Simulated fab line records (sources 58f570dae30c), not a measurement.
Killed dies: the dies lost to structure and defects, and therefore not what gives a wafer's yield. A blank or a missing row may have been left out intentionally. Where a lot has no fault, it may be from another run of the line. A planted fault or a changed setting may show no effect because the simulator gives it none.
Which tool is to blame? + flow berkeleyCmos170 + 45 wafers from 15 lots sampled at 2 of the route's 331 steps

WHAT THE GAUGES READ, wafer by wafer
UCB170_SILICIDE_RS_MEAS_02: measurement is done with a four-point probe. Usual: SILICIDE_TI_RS 27.8 ohm/sq, standard deviation 0.46.
| lot  | measured     | on           | SILICIDE_TI_RS (ohm/sq) | flag |
|------|--------------|--------------|-------------------------|------|
| L361 | day 8 16:13  | filmMetro-04 | 28.1 28.4 27.4          |      |
| L362 | day 8 16:31  | filmMetro-01 | 28.4 28.8 28.1          |      |
| L365 | day 9 12:31  | filmMetro-02 | 26.8 27.0 27.3          |      |
| L366 | day 9 13:23  | filmMetro-04 | 27.8 28.1 28.4          |      |
| L364 | day 9 13:35  | filmMetro-04 | 27.9 27.9 27.4          |      |
| L363 | day 9 14:20  | filmMetro-04 | 27.1 27.2 27.0          |      |
| L369 | day 9 20:27  | filmMetro-04 | 27.6 27.5 27.7          |      |
| L372 | day 10 10:16 | filmMetro-04 | 28.1 27.5 28.0          |      |
| L373 | day 11 00:41 | filmMetro-04 | 27.6 28.3 27.9          |      |
| L375 | day 11 00:44 | filmMetro-01 | 27.4 27.0 26.7          |      |
| L374 | day 11 00:48 | filmMetro-02 | 28.3 28.5 27.8          |      |
| L376 | day 11 06:53 | filmMetro-04 | 28.1 27.9 28.2          |      |
| L378 | day 11 17:04 | filmMetro-04 | 28.1 27.6 27.9          |      |
| L380 | day 12 05:31 | filmMetro-01 | 27.5 27.8 27.3          |      |
| L382 | day 12 17:40 | filmMetro-04 | 27.8 27.9 28.2          |      |

WHAT TOOL EACH LOT RAN ON (gives the tool, then ch and the chambers of the sampled wafers, and finally the start)
| lot  | UCB170_BACKSIDE_STRIP_03            |
|------|-------------------------------------|
| L361 | plasmaAsher-04 ch 0,1, day 8 15:14  |
| L362 | plasmaAsher-01 ch 0,1, day 8 15:32  |
| L365 | plasmaAsher-04 ch 0,1, day 9 11:31  |
| L366 | plasmaAsher-01 ch 0, day 9 12:24    |
| L364 | plasmaAsher-04 ch 0,1, day 9 12:31  |
| L363 | plasmaAsher-04 ch 0,1, day 9 13:18  |
| L369 | plasmaAsher-04 ch 1, day 9 19:28    |
| L372 | plasmaAsher-03 ch 0,1, day 10 09:17 |
| L373 | plasmaAsher-01 ch 0,1, day 10 22:40 |
| L375 | plasmaAsher-03 ch 0,1, day 10 22:46 |
| L374 | plasmaAsher-01 ch 0,1, day 10 22:46 |
| L376 | plasmaAsher-01 ch 0,1, day 11 05:53 |
| L378 | plasmaAsher-01 ch 0,1, day 11 16:04 |
| L380 | plasmaAsher-01 ch 0,1, day 12 04:32 |
| L382 | plasmaAsher-01 ch 0,1, day 12 15:44 |
- UCB170_BACKSIDE_STRIP_03: strips in O2.

AS READ BY THE TOOLS THEMSELVES (means over the sampled wafers that have a number; for cases with no such wafer, the mark the record gives instead)
UCB170_BACKSIDE_STRIP_03. Usual: drypumpMotorCurrentA 5.9 A, standard deviation 0.49; oesProductAu 0.735 a.u., standard deviation 0.0048; stripTimeToEndpointS 21.94 s, standard deviation 0.063.
| lot  | tool           | drypumpMotorCurrentA (A) | oesProductAu (a.u.) | stripTimeToEndpointS (s) | flag |
|------|----------------|--------------------------|---------------------|--------------------------|------|
| L361 | plasmaAsher-04 | 6.3                      | 0.736               | 21.90                    |      |
| L362 | plasmaAsher-01 | 6.0                      | 0.734               | 21.85                    |      |
| L365 | plasmaAsher-04 | 6.3                      | 0.733               | 22.01                    |      |
| L366 | plasmaAsher-01 | 6.4                      | 0.735               | 21.88                    |      |
| L364 | plasmaAsher-04 | 6.4                      | 0.734               | 21.91                    |      |
| L363 | plasmaAsher-04 | 6.4                      | 0.736               | 21.85                    |      |
| L369 | plasmaAsher-04 | 6.1                      | 0.736               | 21.94                    |      |
| L372 | plasmaAsher-03 | 5.5                      | 0.735               | 21.97                    |      |
| L373 | plasmaAsher-01 | 5.7                      | 0.739               | 21.91                    |      |
| L375 | plasmaAsher-03 | 5.5                      | 0.736               | 21.96                    |      |
| L374 | plasmaAsher-01 | 5.7                      | 0.736               | 21.96                    |      |
| L376 | plasmaAsher-01 | 5.7                      | 0.738               | 21.94                    |      |
| L378 | plasmaAsher-01 | 5.7                      | 0.741               | 22.03                    |      |
| L380 | plasmaAsher-01 | 6.1                      | 0.735               | 21.94                    |      |
| L382 | plasmaAsher-01 | 6.1                      | 0.736               | 21.99                    |      |

THE ANSWER, worked out from the rows above alone
Rule: a lot is off if the mean of its wafers that have a number lies more than 3 standard deviations from the usual mean. A lot without any number at a reading at which 4 lots or more have one is off too. All remaining lots with rows at the step are treated as sound. After the gauges, taken in route order, come the tools' own readings; for these a lot's mean is taken, as printed above. The first step at which some lot is off is used, and at that step the reading that is off furthest; a lot without a number counts as furthest.
None of the lots is off at any reading shown; this tells nothing.

WHAT THE SIMULATOR HAD PUT IN
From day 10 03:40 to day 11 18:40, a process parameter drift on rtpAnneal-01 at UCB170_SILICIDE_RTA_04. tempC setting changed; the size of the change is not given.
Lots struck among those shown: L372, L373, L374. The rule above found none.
